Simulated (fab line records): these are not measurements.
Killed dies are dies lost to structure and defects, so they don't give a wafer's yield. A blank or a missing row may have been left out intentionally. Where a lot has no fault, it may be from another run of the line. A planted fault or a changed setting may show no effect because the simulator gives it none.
Split-lot study :: flow berkeley-cmos170 :: route with 331 steps; 5 lots, 23 wafers read

## THE SPLIT ITSELF
At UCB170_V2_COAT_07 (resist thk 900 nm), the setting resist-thk-nm was moved away from the recipe's 900 nm on 7 of the 23 wafers read, by -3.0% to +2.7%. The other wafers ran this setting at the recipe's value.

## FROM THE SPLIT TO THE READING: what the file shows between them, 2 steps
- UCB170_V2_SOFTBAKE_08: time 60 s
- UCB170_V2_EXPOSE_09: exposes mask VIA2, target cd 700 nm

## THE READING
KrF_of_V2_COAT_07.thk-nm (the simulator's own value, which no gauge read), in nm, at UCB170_V2_ETCH_14 (etches SiO2 in CHF3/CF4/Ar, stops on Al, target depth 1250 nm, time 291 s). No usual value for it is given in the file. Across the 16 wafers here that went through the recipe, the average is 608.7 nm and the standard deviation 3.6 nm.

wafer: L074.1
tool, chamber at the split: litho-track-03, 0
resist-thk-nm as run, nm: 900
against the recipe: recipe
KrF_of_V2_COAT_07.thk-nm, nm: 611.1
against lot-mates on the recipe: -

wafer: L074.2
tool, chamber at the split: litho-track-03, 0
resist-thk-nm as run, nm: 900
against the recipe: recipe
KrF_of_V2_COAT_07.thk-nm, nm: 613.4
against lot-mates on the recipe: -

wafer: L074.3
tool, chamber at the split: litho-track-03, 0
resist-thk-nm as run, nm: 900
against the recipe: recipe
KrF_of_V2_COAT_07.thk-nm, nm: 613.4
against lot-mates on the recipe: -

wafer: L074.4
tool, chamber at the split: litho-track-03, 0
resist-thk-nm as run, nm: 900
against the recipe: recipe
KrF_of_V2_COAT_07.thk-nm, nm: 610.1
against lot-mates on the recipe: -

wafer: L074.5
tool, chamber at the split: litho-track-03, 0
resist-thk-nm as run, nm: 900
against the recipe: recipe
KrF_of_V2_COAT_07.thk-nm, nm: 610
against lot-mates on the recipe: -

wafer: L078.1
tool, chamber at the split: litho-track-01, 0
resist-thk-nm as run, nm: 900
against the recipe: recipe
KrF_of_V2_COAT_07.thk-nm, nm: 609.3
against lot-mates on the recipe: -

wafer: L078.2
tool, chamber at the split: litho-track-01, 0
resist-thk-nm as run, nm: 924.6
against the recipe: +2.7%
KrF_of_V2_COAT_07.thk-nm, nm: 632.5
against lot-mates on the recipe: +23.5

wafer: L078.3
tool, chamber at the split: litho-track-01, 0
resist-thk-nm as run, nm: 924.6
against the recipe: +2.7%
KrF_of_V2_COAT_07.thk-nm, nm: 635.4
against lot-mates on the recipe: +26.4

wafer: L078.5
tool, chamber at the split: litho-track-01, 0
resist-thk-nm as run, nm: 924.6
against the recipe: +2.7%
KrF_of_V2_COAT_07.thk-nm, nm: 633.4
against lot-mates on the recipe: +24.4

wafer: L078.6
tool, chamber at the split: litho-track-01, 0
resist-thk-nm as run, nm: 900
against the recipe: recipe
KrF_of_V2_COAT_07.thk-nm, nm: 608.7
against lot-mates on the recipe: -

wafer: L083.1
tool, chamber at the split: litho-track-01, 0
resist-thk-nm as run, nm: 881.6
against the recipe: -2.0%
KrF_of_V2_COAT_07.thk-nm, nm: 595.6
against lot-mates on the recipe: -10.5

wafer: L083.2
tool, chamber at the split: litho-track-01, 0
resist-thk-nm as run, nm: 900
against the recipe: recipe
KrF_of_V2_COAT_07.thk-nm, nm: 608.6
against lot-mates on the recipe: -

wafer: L083.3
tool, chamber at the split: litho-track-01, 0
resist-thk-nm as run, nm: 881.6
against the recipe: -2.0%
KrF_of_V2_COAT_07.thk-nm, nm: 591.3
against lot-mates on the recipe: -14.8

wafer: L083.4
tool, chamber at the split: litho-track-01, 0
resist-thk-nm as run, nm: 900
against the recipe: recipe
KrF_of_V2_COAT_07.thk-nm, nm: 607.9
against lot-mates on the recipe: -

wafer: L083.6
tool, chamber at the split: litho-track-01, 0
resist-thk-nm as run, nm: 900
against the recipe: recipe
KrF_of_V2_COAT_07.thk-nm, nm: 601.8
against lot-mates on the recipe: -

wafer: L085.1
tool, chamber at the split: litho-track-01, 0
resist-thk-nm as run, nm: 900
against the recipe: recipe
KrF_of_V2_COAT_07.thk-nm, nm: 615
against lot-mates on the recipe: -

wafer: L085.3
tool, chamber at the split: litho-track-01, 0
resist-thk-nm as run, nm: 900
against the recipe: recipe
KrF_of_V2_COAT_07.thk-nm, nm: 606.8
against lot-mates on the recipe: -

wafer: L085.5
tool, chamber at the split: litho-track-01, 0
resist-thk-nm as run, nm: 900
against the recipe: recipe
KrF_of_V2_COAT_07.thk-nm, nm: 609.5
against lot-mates on the recipe: -

wafer: L084.1
tool, chamber at the split: litho-track-02, 0
resist-thk-nm as run, nm: 873.4
against the recipe: -3.0%
KrF_of_V2_COAT_07.thk-nm, nm: 580.1
against lot-mates on the recipe: -24.5

wafer: L084.2
tool, chamber at the split: litho-track-02, 0
resist-thk-nm as run, nm: 900
against the recipe: recipe
KrF_of_V2_COAT_07.thk-nm, nm: 607.1
against lot-mates on the recipe: -

wafer: L084.3
tool, chamber at the split: litho-track-02, 0
resist-thk-nm as run, nm: 873.4
against the recipe: -3.0%
KrF_of_V2_COAT_07.thk-nm, nm: 576.6
against lot-mates on the recipe: -28.0

wafer: L084.4
tool, chamber at the split: litho-track-02, 0
resist-thk-nm as run, nm: 900
against the recipe: recipe
KrF_of_V2_COAT_07.thk-nm, nm: 603.3
against lot-mates on the recipe: -

wafer: L084.5
tool, chamber at the split: litho-track-02, 0
resist-thk-nm as run, nm: 900
against the recipe: recipe
KrF_of_V2_COAT_07.thk-nm, nm: 603.5
against lot-mates on the recipe: -

THE FIT
A straight line over all 23 wafers: KrF_of_V2_COAT_07.thk-nm changes by +9.27 nm for each +1% of resist-thk-nm; r = +0.97; the points scatter about the line by 3.6 nm.
The same after taking each lot's own level away (the mean of its wafers on the recipe; 23 wafers): +8.52 nm for each +1%; r = +0.98; scatter 2.7 nm.
That fit puts the effect of the largest move of resist-thk-nm on the reading at 25 nm.
The lots' own levels span 604.63 to 611.60 nm, that is 1.9 times the standard deviation above.
The two slopes are in agreement: the lot-to-lot level therefore moves the slope only a little.
Check: with one of the wafers moved furthest among these (-3.0%) left out of the fit, the line predicts -24.7 nm for it against its lot-mates. Against them it came out at -24.5 nm.

## FURTHER SPLITS ON THESE WAFERS
Other splits were also applied to these wafers ahead of the reading. Each is held against what the fit with the lots' levels taken away leaves over:
other split on the same wafers: UCB170_SDANNEAL_RTA_01 time-s
wafers away from the commonest value: 9
r with KrF_of_V2_COAT_07.thk-nm (lot level and that fit taken away): -0.04

other split on the same wafers: UCB170_CONTACT_COAT_04 resist-thk-nm
wafers away from the commonest value: 9
r with KrF_of_V2_COAT_07.thk-nm (lot level and that fit taken away): +0.07

other split on the same wafers: UCB170_M1_METAL_ETCH_12 time-s
wafers away from the commonest value: 5
r with KrF_of_V2_COAT_07.thk-nm (lot level and that fit taken away): +0.08

other split on the same wafers: UCB170_V1_PEB_10 peb-temp-c
wafers away from the commonest value: 8
r with KrF_of_V2_COAT_07.thk-nm (lot level and that fit taken away): -0.28

## THE WHOLE CHAIN: every reading that the file lists as answering this split, in the file's order
step: UCB170_V2_COAT_07
what it does: resist thk 900 nm
reading: KrF_of_V2_COAT_07.thk-nm (the simulator's own value, which no gauge read)
change (the file's fit): +9.11 nm for each +1% of the setting
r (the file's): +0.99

step: UCB170_V2_ETCH_14
what it does: etches SiO2 in CHF3/CF4/Ar, stops on Al, target depth 1250 nm, time 291 s
reading: KrF_of_V2_COAT_07.thk-nm (the simulator's own value, which no gauge read)
change (the file's fit): +8.4 nm for each +1% of the setting
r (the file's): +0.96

step: UCB170_V2_STRIP_15
what it does: strips in O2
reading: strip-time-to-endpoint-s
change (the file's fit): withheld for each +1% of the setting
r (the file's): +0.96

## THE FILE'S OWN FIT
KrF_of_V2_COAT_07.thk-nm changes by +8.4 nm for each +1% of resist-thk-nm, r = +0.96.
